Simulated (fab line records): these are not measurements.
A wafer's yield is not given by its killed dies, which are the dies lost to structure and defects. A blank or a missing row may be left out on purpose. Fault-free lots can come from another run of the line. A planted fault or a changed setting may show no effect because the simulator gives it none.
fab line records / flow rit_cmos
[record] lots = 14 wafers = 42 last_day = 7
route steps=202 shown PLDD@117
lots that met no fault: from a run of the same line without faults
start_h: the number of hours between the record's first day and the start of the first shown wafer of the lot / wait_h: how many hours have passed since the lot's step before this one / " as in the row above / L1.1+2: several wafers, shown together as one row / - no value, or no start was given / * or withheld: withheld / < > ~ a bound
route shown NAME@n: names a module that has steps shown in the file, with the first one's number in the route / usual: mean and standard deviation over wafers with no fault / same: alike in all rows / chamber/n: place in a boat / sites: the reading at each site / _std_site: the values' standard deviation / _edge_site: inner sites' mean taken away from outer sites' mean / radius_mm: how far each site lies from the wafer's centre / mask NAME#n: copy n / behind: tool/chamber where the wafer was last shaped / hold: cause of the lot's hold/its duration in hours/its outcome / device: the transistor (n, p or np) that didn't switch / end of line: tests of these same wafers at the route's end / a step given without rows: its recipe and nothing more / killed: dies that structure and defects cost at the first sort, which is not the same as the wafer's yield / map: a wafer's dies, marking killed ones x, the rest . and places with no die _
set.NAME: the setting the step ran with; set.NAME@STEP: the setting that earlier step ran with / model.NAME: the simulator's own value behind a step, which no gauge read
steps of the route over a sample of lots; a table a step, a row a wafer
services: a tool's chamber out of use, with start hour (start_h, from the record's first day; less than 0 if before it), hours out, and reason
[[steps]]
[step RIT_PLDD_EXPOSE_03]
[recipe] mask_id = M8 na = 0.57 target_cd_nm = 40900 dose_mj = 250
[usual] exposure_dose_mJ_cm2 = 249.97/0.27 focus_offset_nm = 0.2/0.54
lot.wafer=L417.3 tool=iline_stepper-02 chamber=0 start_h=45.59 wait_h=0.3 mask=M8#0 exposure_dose_mJ_cm2=250.06 focus_offset_nm=-0.5
lot.wafer=L417.4 tool=iline_stepper-02 chamber=0 start_h=45.59 wait_h=0.3 mask=M8#0 exposure_dose_mJ_cm2=249.92 focus_offset_nm=0.1
lot.wafer=L417.6 tool=iline_stepper-02 chamber=0 start_h=45.59 wait_h=0.3 mask=M8#0 exposure_dose_mJ_cm2=250.29 focus_offset_nm=0.2
lot.wafer=L418.1 tool=iline_stepper-02 chamber=0 start_h=47.81 wait_h=0.1 mask=M8#0 exposure_dose_mJ_cm2=249.93 focus_offset_nm=0.4
lot.wafer=L418.4 tool=iline_stepper-02 chamber=0 start_h=47.81 wait_h=0.1 mask=M8#0 exposure_dose_mJ_cm2=249.91 focus_offset_nm=0.5
lot.wafer=L418.5 tool=iline_stepper-02 chamber=0 start_h=47.81 wait_h=0.1 mask=M8#0 exposure_dose_mJ_cm2=249.87 focus_offset_nm=0.9
lot.wafer=L419.3 tool=iline_stepper-02 chamber=0 start_h=51.57 wait_h=0.1 mask=M8#0 exposure_dose_mJ_cm2=249.83 focus_offset_nm=0.0
lot.wafer=L419.5 tool=iline_stepper-02 chamber=0 start_h=51.57 wait_h=0.1 mask=M8#0 exposure_dose_mJ_cm2=250.08 focus_offset_nm=0.8
lot.wafer=L419.6 tool=iline_stepper-02 chamber=0 start_h=51.57 wait_h=0.1 mask=M8#0 exposure_dose_mJ_cm2=249.89 focus_offset_nm=0.7
lot.wafer=L420.1 tool=iline_stepper-02 chamber=0 start_h=56.98 wait_h=0.1 mask=M8#0 exposure_dose_mJ_cm2=250.30 focus_offset_nm=-0.3
lot.wafer=L420.2 tool=iline_stepper-02 chamber=0 start_h=56.98 wait_h=0.1 mask=M8#0 exposure_dose_mJ_cm2=250.23 focus_offset_nm=0.9
lot.wafer=L420.5 tool=iline_stepper-02 chamber=0 start_h=56.98 wait_h=0.1 mask=M8#0 exposure_dose_mJ_cm2=249.72 focus_offset_nm=0.2
lot.wafer=L421.2 tool=iline_stepper-02 chamber=0 start_h=61.89 wait_h=0.1 mask=M8#0 exposure_dose_mJ_cm2=249.81 focus_offset_nm=0.8
lot.wafer=L421.3 tool=iline_stepper-02 chamber=0 start_h=61.89 wait_h=0.1 mask=M8#0 exposure_dose_mJ_cm2=249.92 focus_offset_nm=0.6
lot.wafer=L421.4 tool=iline_stepper-02 chamber=0 start_h=61.89 wait_h=0.1 mask=M8#0 exposure_dose_mJ_cm2=250.07 focus_offset_nm=-0.2
lot.wafer=L422.1 tool=iline_stepper-01 chamber=0 start_h=69.61 wait_h=0.2 mask=M8#0 exposure_dose_mJ_cm2=250.21 focus_offset_nm=-0.2
lot.wafer=L422.2 tool=iline_stepper-01 chamber=0 start_h=69.61 wait_h=0.2 mask=M8#0 exposure_dose_mJ_cm2=250.10 focus_offset_nm=-0.7
lot.wafer=L422.3 tool=iline_stepper-01 chamber=0 start_h=69.61 wait_h=0.2 mask=M8#0 exposure_dose_mJ_cm2=249.85 focus_offset_nm=-0.7
lot.wafer=L424.1 tool=iline_stepper-02 chamber=0 start_h=78.98 wait_h=0.2 mask=M8#0 exposure_dose_mJ_cm2=249.66 focus_offset_nm=0.3
lot.wafer=L424.2 tool=iline_stepper-02 chamber=0 start_h=78.98 wait_h=0.2 mask=M8#0 exposure_dose_mJ_cm2=249.90 focus_offset_nm=0.0
lot.wafer=L424.4 tool=iline_stepper-02 chamber=0 start_h=78.98 wait_h=0.2 mask=M8#0 exposure_dose_mJ_cm2=249.87 focus_offset_nm=-0.3
lot.wafer=L426.1 tool=iline_stepper-01 chamber=- start_h=87.38 wait_h=0.1 mask=M8#0 exposure_dose_mJ_cm2=- focus_offset_nm=-
lot.wafer=L426.2 tool=iline_stepper-01 chamber=- start_h=87.38 wait_h=0.1 mask=M8#0 exposure_dose_mJ_cm2=- focus_offset_nm=-
lot.wafer=L426.5 tool=iline_stepper-01 chamber=- start_h=87.38 wait_h=0.1 mask=M8#0 exposure_dose_mJ_cm2=- focus_offset_nm=-
lot.wafer=L427.2 tool=iline_stepper-01 chamber=- start_h=92.82 wait_h=0.1 mask=M8#0 exposure_dose_mJ_cm2=- focus_offset_nm=-
lot.wafer=L427.5 tool=iline_stepper-01 chamber=- start_h=92.82 wait_h=0.1 mask=M8#0 exposure_dose_mJ_cm2=- focus_offset_nm=-
lot.wafer=L427.6 tool=iline_stepper-01 chamber=- start_h=92.82 wait_h=0.1 mask=M8#0 exposure_dose_mJ_cm2=- focus_offset_nm=-
lot.wafer=L436.2 tool=iline_stepper-01 chamber=0 start_h=138.25 wait_h=0.2 mask=M8#0 exposure_dose_mJ_cm2=250.35 focus_offset_nm=0.9
lot.wafer=L436.3 tool=iline_stepper-01 chamber=0 start_h=138.25 wait_h=0.2 mask=M8#0 exposure_dose_mJ_cm2=249.88 focus_offset_nm=0.9
lot.wafer=L436.5 tool=iline_stepper-01 chamber=0 start_h=138.25 wait_h=0.2 mask=M8#0 exposure_dose_mJ_cm2=249.84 focus_offset_nm=0.5
lot.wafer=L437.1 tool=iline_stepper-02 chamber=0 start_h=141.53 wait_h=0.2 mask=M8#0 exposure_dose_mJ_cm2=249.88 focus_offset_nm=-0.5
lot.wafer=L437.2 tool=iline_stepper-02 chamber=0 start_h=141.53 wait_h=0.2 mask=M8#0 exposure_dose_mJ_cm2=250.27 focus_offset_nm=0.4
lot.wafer=L437.5 tool=iline_stepper-02 chamber=0 start_h=141.53 wait_h=0.2 mask=M8#0 exposure_dose_mJ_cm2=250.34 focus_offset_nm=0.5
lot.wafer=L438.2 tool=iline_stepper-01 chamber=0 start_h=149.06 wait_h=0.2 mask=M8#0 exposure_dose_mJ_cm2=250.29 focus_offset_nm=1.1
lot.wafer=L438.3 tool=iline_stepper-01 chamber=0 start_h=149.06 wait_h=0.2 mask=M8#0 exposure_dose_mJ_cm2=250.08 focus_offset_nm=0.9
lot.wafer=L438.4 tool=iline_stepper-01 chamber=0 start_h=149.06 wait_h=0.2 mask=M8#0 exposure_dose_mJ_cm2=249.74 focus_offset_nm=0.3
lot.wafer=L439.2 tool=iline_stepper-01 chamber=0 start_h=151.96 wait_h=0.1 mask=M8#0 exposure_dose_mJ_cm2=250.14 focus_offset_nm=0.1
lot.wafer=L439.5 tool=iline_stepper-01 chamber=0 start_h=151.96 wait_h=0.1 mask=M8#0 exposure_dose_mJ_cm2=250.04 focus_offset_nm=0.8
lot.wafer=L439.6 tool=iline_stepper-01 chamber=0 start_h=151.96 wait_h=0.1 mask=M8#0 exposure_dose_mJ_cm2=250.11 focus_offset_nm=0.3
lot.wafer=L440.2 tool=iline_stepper-02 chamber=0 start_h=157.86 wait_h=0.2 mask=M8#0 exposure_dose_mJ_cm2=249.84 focus_offset_nm=0.1
lot.wafer=L440.4 tool=iline_stepper-02 chamber=0 start_h=157.86 wait_h=0.2 mask=M8#0 exposure_dose_mJ_cm2=249.82 focus_offset_nm=0.1
lot.wafer=L440.6 tool=iline_stepper-02 chamber=0 start_h=157.86 wait_h=0.2 mask=M8#0 exposure_dose_mJ_cm2=250.14 focus_offset_nm=0.8
[[services]]
tool=iline_stepper-02 chamber=- start_h=38.81 hours=1.7 kind=pm
tool=iline_stepper-01 chamber=- start_h=70.38 hours=1.7 kind=pm
tool=iline_stepper-02 chamber=0 start_h=139.25 hours=- kind=calibration
[[key]]
[first_sign] step = RIT_PLDD_EXPOSE_03 reading = tool_record direction = missing
effect none on later readings
met_at RIT_PLDD_EXPOSE_03
struck_lots L426,L427
sort_left_out L426.1,L426.2,L426.5,L427.2,L427.5,L427.6
tester_left_out L426,L427
onset_between 69.61 87.38
[fault] kind = skipped_step_whole tool = iline_stepper-01 chamber = - onset_h = 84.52 steps = RIT_PLDD_EXPOSE_03 scope = struck_lots_only
// tester_left_out: of these lots the tester's yield and bins aren't shown, on N5 and GAA mostly nor the transistor test; their killed dies are dies lost to structure and defects alone, not to doping, threshold or leakage, so they don't give the yield
// sort_left_out: the simulated sort isn't trusted on such a fault, so these wafers' sort isn't shown, and their yield isn't known
